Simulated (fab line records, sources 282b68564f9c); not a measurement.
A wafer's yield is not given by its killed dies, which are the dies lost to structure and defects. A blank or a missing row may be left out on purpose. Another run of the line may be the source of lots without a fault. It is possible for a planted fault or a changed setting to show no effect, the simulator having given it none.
fab line records	flow rit-cmos
record lots=15	wafers=45	last-day=8
route steps=202 shown PWELL@42 M1@202
lots that met no fault: from a run of the same line without faults
start-h: the number of hours between the record's first day and the start of the first shown wafer of the lot	wait-h: how many hours have passed since the lot's step before this one	" same as the row above	L1.1+2: a single row standing in for several wafers	- no value present, or no start provided	* or withheld: withheld	< > ~ a bound
route shown NAME@n: names a module that has steps shown in the file, with the first one's number in the route	usual: mean/standard deviation of fault-free wafers	same: alike in all rows	chamber/n: place in a boat	sites: the reading at each site	_std_site: standard deviation across them	_edge_site: the outer-site mean with the inner-site mean subtracted	radius-mm: how far each site lies from the wafer's centre	mask NAME#n: copy n	behind: tool/chamber where the wafer was last shaped	hold: what put the lot on hold/how long, in hours/how the hold closed	device: transistor that didn't switch, given as n, p or np	end of line: at the end of the route, the tests of the same wafers	a step given without rows: its recipe and nothing more	killed: not the wafer's yield, but the dies lost to structure and defects at the first sort	map: the dies of a wafer, with x for killed, . for not killed, _ for no die there
set.NAME: setting as actually run; set.NAME@STEP: the setting as run at that earlier step	model.NAME: the simulator's own value behind a step, which no gauge read
the route's steps for a sample of lots (tables are steps, rows are wafers)
services: when a tool's chamber went out of use (start-h, in hours from the record's first day, below 0 if earlier), for how many hours, and the reason
## steps
# step RIT_PWELL_EXPOSE_03
# recipe mask-id=M3	na=0.57	target-cd-nm=43700	dose-mj=250
# usual focus-offset-nm=-0.1/0.45
lot.wafer	tool	chamber	start-h	wait-h	mask	focus-offset-nm
L347.2	iline-stepper-02	0	28.68	0.1	M3#0	0.2
L347.3	"	0	"	"	M3#0	1.0
L347.6	"	0	"	"	M3#0	0.3
L348.2	iline-stepper-01	0	32.19	0.2	M3#0	-0.5
L348.3	"	0	"	"	M3#0	-0.2
L348.6	"	0	"	"	M3#0	-0.8
L349.1	iline-stepper-02	0	39.38	0.3	M3#0	-0.9
L349.2	"	0	"	"	M3#0	0.0
L349.6	"	0	"	"	M3#0	0.2
L350.1	iline-stepper-01	0	44.47	0.2	M3#0	0.6
L350.4	"	0	"	"	M3#0	0.1
L350.6	"	0	"	"	M3#0	0.2
L351.1	iline-stepper-02	0	49.28	0.3	M3#0	0.4
L351.2	"	0	"	"	M3#0	0.1
L351.5	"	0	"	"	M3#0	0.2
L352.1	iline-stepper-01	0	53.32	0.2	M3#0	1.4
L352.2	"	0	"	"	M3#0	-0.1
L352.6	"	0	"	"	M3#0	-0.1
L353.2	iline-stepper-02	0	59.00	0.2	M3#0	-0.7
L353.5	"	0	"	"	M3#0	-0.6
L353.6	"	0	"	"	M3#0	-0.3
L354.1	iline-stepper-01	0	61.99	0.3	M3#0	0.0
L354.3	"	0	"	"	M3#0	-1.0
L354.4	"	0	"	"	M3#0	-0.1
L358.1	iline-stepper-01	0	83.04	0.3	M3#0	-0.5
L358.2	"	0	"	"	M3#0	-0.8
L358.3	"	0	"	"	M3#0	0.6
L359.2	iline-stepper-02	0	92.89	0.3	M3#0	0.3
L359.3	"	0	"	"	M3#0	-0.2
L359.4	"	0	"	"	M3#0	-1.0
L360.2	iline-stepper-02	0	94.33	0.1	M3#0	-0.5
L360.5	"	0	"	"	M3#0	0.7
L360.6	"	0	"	"	M3#0	0.3
L361.1	iline-stepper-02	0	97.36	0.1	M3#0	0.1
L361.5	"	0	"	"	M3#0	-0.1
L361.6	"	0	"	"	M3#0	-0.2
L364.1	iline-stepper-02	0	115.78	0.2	M3#0	0.3
L364.2	"	0	"	"	M3#0	0.5
L364.4	"	0	"	"	M3#0	-0.6
L365.2	iline-stepper-02	0	128.36	0.2	M3#0	0.6
L365.4	"	0	"	"	M3#0	0.1
L365.5	"	0	"	"	M3#0	-0.6
L369.2	iline-stepper-02	0	145.48	0.2	M3#0	-0.2
L369.4	"	0	"	"	M3#0	-0.8
L369.6	"	0	"	"	M3#0	-0.3
# step RIT_PWELL_OVL_MEAS_06
# usual PWELL_OVL=0.2/1.2
lot.wafer	tool	chamber	start-h	wait-h	hold	PWELL_OVL[nm]
L347.2	overlay-01	-	29.10	-	-	-1.0
L347.3	"	-	"	"	-	-1.6
L347.6	"	-	"	"	-	-1.9
L348.2	overlay-01	-	32.60	-	-	-0.2
L348.3	"	-	"	"	-	0.4
L348.6	"	-	"	"	-	-0.4
L349.1	overlay-02	-	39.81	-	-	-1.1
L349.2	"	-	"	"	-	-0.3
L349.6	"	-	"	"	-	-0.7
L350.1	overlay-02	-	44.90	-	-	1.1
L350.4	"	-	"	"	-	1.5
L350.6	"	-	"	"	-	0.2
L351.1	overlay-01	-	49.72	-	-	2.5
L351.2	"	-	"	"	-	1.4
L351.5	"	-	"	"	-	1.4
L352.1	overlay-01	-	53.75	-	await-dispo/0.2h/release	360.0
L352.2	"	-	"	"	await-dispo/0.2h/release	360.7
L352.6	"	-	"	"	await-dispo/0.2h/release	361.0
L352.1	overlay-01	-	53.95	0.2	-	359.0
L352.2	"	-	"	"	-	359.9
L352.6	"	-	"	"	-	360.6
L353.2	overlay-02	-	59.42	-	-	-1.0
L353.5	"	-	"	"	-	-2.1
L353.6	"	-	"	"	-	-1.6
L354.1	overlay-02	-	62.46	-	await-dispo/0.2h/release	359.4
L354.3	"	-	"	"	await-dispo/0.2h/release	358.5
L354.4	"	-	"	"	await-dispo/0.2h/release	359.8
L354.1	overlay-02	-	62.66	0.2	-	358.4
L354.3	"	-	"	"	-	358.3
L354.4	"	-	"	"	-	358.7
L358.1	overlay-02	-	83.58	-	await-dispo/0.2h/release	360.2
L358.2	"	-	"	"	await-dispo/0.2h/release	360.4
L358.3	"	-	"	"	await-dispo/0.2h/release	360.2
L358.1	overlay-02	-	83.79	0.2	-	358.9
L358.2	"	-	"	"	-	359.8
L358.3	"	-	"	"	-	359.9
L359.2	overlay-01	-	93.31	-	-	0.2
L359.3	"	-	"	"	-	-0.5
L359.4	"	-	"	"	-	0.0
L360.2	overlay-02	-	94.74	-	-	2.5
L360.5	"	-	"	"	-	2.2
L360.6	"	-	"	"	-	1.1
L361.1	overlay-01	-	97.79	-	-	0.5
L361.5	"	-	"	"	-	2.1
L361.6	"	-	"	"	-	0.8
L364.1	overlay-02	-	116.21	-	-	1.9
L364.2	"	-	"	"	-	0.7
L364.4	"	-	"	"	-	1.2
L365.2	overlay-02	-	128.78	-	-	0.8
L365.4	"	-	"	"	-	-1.2
L365.5	"	-	"	"	-	1.5
L369.2	overlay-01	-	145.89	-	-	0.8
L369.4	"	-	"	"	-	-0.1
L369.6	"	-	"	"	-	-0.4
# step RIT_M1_PROBE_99
# usual defect-limited-yield=97.2/1.2	killed-at-contacts=0.1/0.27	killed-at-front-end=7/3.1	killed-dies=7/3.2	killed-on-rim=1.8/1.4	killed-open=3.8/2.1	killed-short=3.6/2	sort_bin_3_pad_short=0.1/0.22	sort_bin_5_function=1.7/0.8	sort_bin_6_memory=1.0/0.64	sort-n-pass=257/3.2	sort-yield-pct=97.2/1.2
# same gross-dies=264	killed_at_M0_to_M3=0	killed_at_M4_up=0	killed-at-back-side=0	killed-at-other=0
lot.wafer	tool	chamber	start-h	wait-h	defect-limited-yield[%]	killed-at-contacts	killed-at-front-end	killed-dies	killed-on-rim	killed-open	killed-short	sort_bin_3_pad_short[%]	sort_bin_5_function[%]	sort_bin_6_memory[%]	sort-n-pass	sort-yield-pct[%]
L347.2	prober-02	-	66.07	0.1	98.1	0	5	5	2	1	4	0	1.1	0.8	259	98.1
L347.3	prober-02	-	66.12	0.2	97.0	0	8	8	2	4	4	0	1.9	1.1	256	97.0
L347.6	prober-02	-	66.27	0.2	97.0	0	8	8	1	4	4	0	1.9	1.1	256	97.0
L348.2	prober-01	-	71.40	0.1	98.1	0	5	5	0	4	1	0	0.8	1.1	259	98.1
L348.3	prober-01	-	71.45	0.2	96.2	0	10	10	4	7	3	0	1.9	1.9	254	96.2
L348.6	prober-01	-	71.60	0.2	96.2	0	10	10	2	6	4	0.4	2.7	0.8	254	96.2
L349.1	prober-02	-	77.34	0.1	95.5	0	12	12	1	6	6	0.8	2.7	1.1	252	95.5
L349.2	prober-02	-	77.39	0.1	98.1	0	5	5	1	2	3	0.4	1.5	0	259	98.1
L349.6	prober-02	-	77.59	0.2	97.3	0	7	7	0	3	4	0	0.8	1.9	257	97.3
L350.1	prober-01	-	85.25	0.1	97.3	0	7	7	0	5	2	0	1.5	1.1	257	97.3
L350.4	prober-01	-	85.40	0.2	97.7	0	6	6	1	4	2	0	2.3	0	258	97.7
L350.6	prober-01	-	85.50	0.2	95.8	0	11	11	4	4	7	0.4	3.0	0.8	253	95.8
L351.1	prober-02	-	87.36	0.1	97.0	0	8	8	0	3	5	0.4	2.7	0	256	97.0
L351.2	prober-02	-	87.41	0.1	96.2	0	10	10	3	2	8	0	2.7	1.1	254	96.2
L351.5	prober-02	-	87.56	0.2	97.3	0	7	7	1	2	5	0.4	1.1	1.1	257	97.3
L353.2	prober-02	-	97.06	0.1	98.5	0	4	4	0	2	2	0	0.4	1.1	260	98.5
L353.5	prober-02	-	97.21	0.2	97.7	0	6	6	2	3	3	0	1.5	0.8	258	97.7
L353.6	prober-02	-	97.26	0.2	95.8	0	11	11	3	7	4	0.4	2.3	1.5	253	95.8
L359.2	prober-02	-	132.16	0.1	99.6	0	1	1	0	1	0	0	0.4	0	263	99.6
L359.3	prober-02	-	132.21	0.2	98.1	0	5	5	1	3	2	0	0.8	1.1	259	98.1
L359.4	prober-02	-	132.26	0.2	98.9	0	3	3	2	1	2	0	0.8	0.4	261	98.9
L361.1	prober-01	-	140.04	0.1	97.3	0	7	7	1	4	3	0.4	1.5	0.8	257	97.3
L361.5	prober-01	-	140.24	0.2	97.7	0	6	6	0	2	4	0	1.1	1.1	258	97.7
L361.6	prober-01	-	140.29	0.2	96.2	0	10	10	3	6	4	0.4	2.3	1.1	254	96.2
L360.2	prober-01	-	141.59	0.1	97.3	0	7	7	2	5	2	0	1.5	1.1	257	97.3
L360.5	prober-01	-	141.74	0.2	98.9	0	3	3	1	1	2	0	0.4	0.8	261	98.9
L360.6	prober-01	-	141.79	0.2	96.2	0	10	10	3	8	2	0	2.3	1.5	254	96.2
L364.1	prober-01	-	165.76	0.1	98.5	1	3	4	1	4	0	0	1.1	0.4	260	98.5
L364.2	prober-01	-	165.81	0.1	96.2	1	9	10	2	1	9	1.1	1.5	1.1	254	96.2
L364.4	prober-01	-	165.91	0.2	98.1	0	5	5	0	4	1	0	1.1	0.8	259	98.1
L365.2	prober-02	-	173.05	0.1	97.0	0	8	8	1	2	6	0.4	1.9	0.8	256	97.0
L365.4	prober-02	-	173.15	0.2	98.5	0	4	4	1	2	2	0	1.5	0	260	98.5
L365.5	prober-02	-	173.20	0.2	95.8	0	11	11	3	9	2	0.8	2.3	1.1	253	95.8
L369.2	prober-01	-	191.05	0.1	96.6	0	9	9	2	2	7	0.8	1.9	0.8	255	96.6
L369.4	prober-01	-	191.15	0.2	95.1	0	13	13	2	8	5	0.4	2.7	1.9	251	95.1
L369.6	prober-01	-	191.25	0.2	96.2	0	10	10	3	6	4	0.4	1.5	1.9	254	96.2
# killed by level:class
L347.2 SILICIDE:geometric-particle:short=2 FOX1:geometric-particle:open=1 GATE:geometric-particle:short=1 REOX:geometric-particle:short=1
L347.3 REOX:geometric-particle:open=2 REOX:geometric-particle:short=2 FOX1:geometric-particle:short=1 FOX2:geometric-particle:open=1 GATE:geometric-particle:open=1 GATE:geometric-particle:short=1
L347.6 GATE:geometric-particle:open=2 FOX1:geometric-particle:open=1 FOX2:geometric-particle:open=1 FOX2:geometric-particle:short=1 GATE:geometric-particle:short=1 SPACER:geometric-particle:short=1 SILICIDE:geometric-particle:short=1
L348.2 FOX1:geometric-particle:open=1 FOX1:geometric-particle:short=1 GATE:geometric-particle:open=1 REOX:geometric-particle:open=1 SPACER:geometric-particle:open=1
L348.3 GATE:geometric-particle:open=3 FOX1:geometric-particle:open=2 REOX:geometric-particle:open=2 FOX1:geometric-particle:short=1 SPACER:geometric-particle:short=1 SILICIDE:geometric-particle:short=1
L348.6 GATE:geometric-particle:open=4 FOX1:geometric-particle:short=2 FOX1:geometric-particle:open=1 GATE:geometric-particle:short=1 REOX:geometric-particle:open=1 REOX:geometric-particle:short=1
L349.1 SPACER:geometric-particle:short=5 GATE:geometric-particle:open=2 SPACER:geometric-particle:open=2 REOX:geometric-particle:open=1 REOX:geometric-particle:short=1 SILICIDE:geometric-particle:open=1
L349.2 FOX1:geometric-particle:short=1 FOX2:geometric-particle:short=1 GATE:geometric-particle:open=1 REOX:geometric-particle:short=1 SILICIDE:geometric-particle:open=1
L349.6 GATE:geometric-particle:open=2 SILICIDE:geometric-particle:short=2 FOX1:geometric-particle:short=1 FOX1:geometric-particle:open=1 REOX:geometric-particle:short=1
L350.1 REOX:geometric-particle:open=3 REOX:geometric-particle:short=2 FOX1:geometric-particle:open=1 GATE:geometric-particle:open=1
L350.4 GATE:geometric-particle:open=2 SPACER:geometric-particle:short=2 FOX1:geometric-particle:open=1 SILICIDE:geometric-particle:open=1
L350.6 GATE:geometric-particle:short=3 REOX:geometric-particle:open=3 REOX:geometric-particle:short=2 FOX1:geometric-particle:open=1 FOX1:geometric-particle:short=1 FOX2:geometric-particle:short=1
L351.1 FOX2:geometric-particle:short=2 SPACER:geometric-particle:open=2 FOX1:geometric-particle:open=1 FOX1:geometric-particle:short=1 GATE:geometric-particle:short=1 REOX:geometric-particle:short=1
L351.2 GATE:geometric-particle:short=3 FOX1:geometric-particle:short=2 FOX2:geometric-particle:short=2 FOX1:geometric-particle:open=1 FOX2:geometric-particle:open=1 REOX:geometric-particle:short=1
L351.5 FOX2:geometric-particle:short=3 FOX2:geometric-particle:open=1 GATE:geometric-particle:short=1 GATE:geometric-particle:open=1 SILICIDE:geometric-particle:short=1
L353.2 GATE:geometric-particle:short=1 REOX:geometric-particle:open=1 SPACER:geometric-particle:open=1 SILICIDE:geometric-particle:short=1
L353.5 FOX1:geometric-particle:short=1 GATE:geometric-particle:open=1 REOX:geometric-particle:open=1 SPACER:geometric-particle:short=1 SPACER:geometric-particle:open=1 SILICIDE:geometric-particle:short=1
L353.6 GATE:geometric-particle:open=4 GATE:geometric-particle:short=3 SILICIDE:geometric-particle:open=2 REOX:geometric-particle:short=1 SPACER:geometric-particle:open=1
L359.2 GATE:geometric-particle:open=1
L359.3 FOX1:geometric-particle:short=1 GATE:geometric-particle:open=1 SPACER:geometric-particle:open=1 SILICIDE:geometric-particle:short=1 SILICIDE:geometric-particle:open=1
L359.4 SPACER:geometric-particle:short=2 REOX:geometric-particle:open=1
L361.1 FOX1:geometric-particle:open=1 GATE:geometric-particle:short=1 GATE:geometric-particle:open=1 REOX:geometric-particle:open=1 REOX:geometric-particle:short=1 SPACER:geometric-particle:short=1 SILICIDE:geometric-particle:open=1
L361.5 GATE:geometric-particle:short=3 FOX2:geometric-particle:short=1 GATE:geometric-particle:open=1 SPACER:geometric-particle:open=1
L361.6 SILICIDE:geometric-particle:open=3 FOX1:geometric-particle:short=2 ACTIVE:geometric-particle:open=1 FOX2:geometric-particle:open=1 SPACER:geometric-particle:short=1 SPACER:geometric-particle:open=1 SILICIDE:geometric-particle:short=1
L360.2 SPACER:geometric-particle:open=2 FOX1:geometric-particle:open=1 FOX1:geometric-particle:short=1 GATE:geometric-particle:short=1 GATE:geometric-particle:open=1 SILICIDE:geometric-particle:open=1
L360.5 GATE:geometric-particle:open=1 REOX:geometric-particle:short=1 SPACER:geometric-particle:short=1
L360.6 GATE:geometric-particle:open=6 SPACER:geometric-particle:open=2 GATE:geometric-particle:short=1 SILICIDE:geometric-particle:short=1
L364.1 SPACER:geometric-particle:open=2 FOX1:geometric-particle:open=1 CONTACT:geometric-particle:open=1
L364.2 FOX1:geometric-particle:short=3 SPACER:geometric-particle:short=2 GATE:geometric-particle:short=1 REOX:geometric-particle:short=1 SPACER:geometric-particle:open=1 SILICIDE:geometric-particle:short=1 CONTACT:geometric-particle:short=1
L364.4 SPACER:geometric-particle:open=3 GATE:geometric-particle:short=1 SILICIDE:geometric-particle:open=1
L365.2 REOX:geometric-particle:short=3 GATE:geometric-particle:short=2 GATE:geometric-particle:open=1 REOX:geometric-particle:open=1 SPACER:geometric-particle:short=1
L365.4 GATE:geometric-particle:short=2 GATE:geometric-particle:open=1 REOX:geometric-particle:open=1
L365.5 REOX:geometric-particle:open=5 GATE:geometric-particle:open=2 REOX:geometric-particle:short=2 FOX1:geometric-particle:open=1 SILICIDE:geometric-particle:open=1
L369.2 GATE:geometric-particle:open=2 SPACER:geometric-particle:short=2 FOX1:geometric-particle:short=1 FOX2:geometric-particle:short=1 GATE:geometric-particle:short=1 REOX:geometric-particle:short=1 SILICIDE:geometric-particle:short=1
L369.4 GATE:geometric-particle:short=3 SILICIDE:geometric-particle:open=3 GATE:geometric-particle:open=2 SPACER:geometric-particle:open=2 REOX:geometric-particle:open=1 SPACER:geometric-particle:short=1 SILICIDE:geometric-particle:short=1
L369.6 SILICIDE:geometric-particle:open=2 FOX1:geometric-particle:short=1 FOX1:geometric-particle:open=1 FOX2:geometric-particle:short=1 FOX2:geometric-particle:open=1 GATE:geometric-particle:open=1 GATE:geometric-particle:short=1 SPACER:geometric-particle:open=1
## services
tool	chamber	start-h	hours	kind
iline-stepper-01	-	35.63	7.5	repair
iline-stepper-02	-	60.80	1.7	pm
iline-stepper-01	-	73.14	2.1	pm
iline-stepper-01	-	75.23	-	consumable-replace:lamp
iline-stepper-02	-	120.50	3.4	repair
iline-stepper-01	-	140.96	1.7	pm
## key
first-sign step=RIT_PWELL_OVL_MEAS_06	reading=visit	direction=added
effect step=RIT_PWELL_OVL_MEAS_06	reading=PWELL_OVL	direction=up	sigmas=99+	usual=0.2	struck=360.0
met-at RIT_PWELL_EXPOSE_03
struck-lots L352,L354,L358
scrapped-behind RIT_PWELL_OVL_MEAS_06 L352.1,L352.2,L352.6,L354.1,L354.3,L354.4,L358.1,L358.2,L358.3
onset-between 44.47 53.32
fault kind=scanner-matching-overlay	tool=iline-stepper-01	chamber=-	onset-h=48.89	steps=RIT_PWELL_EXPOSE_03	offset=360
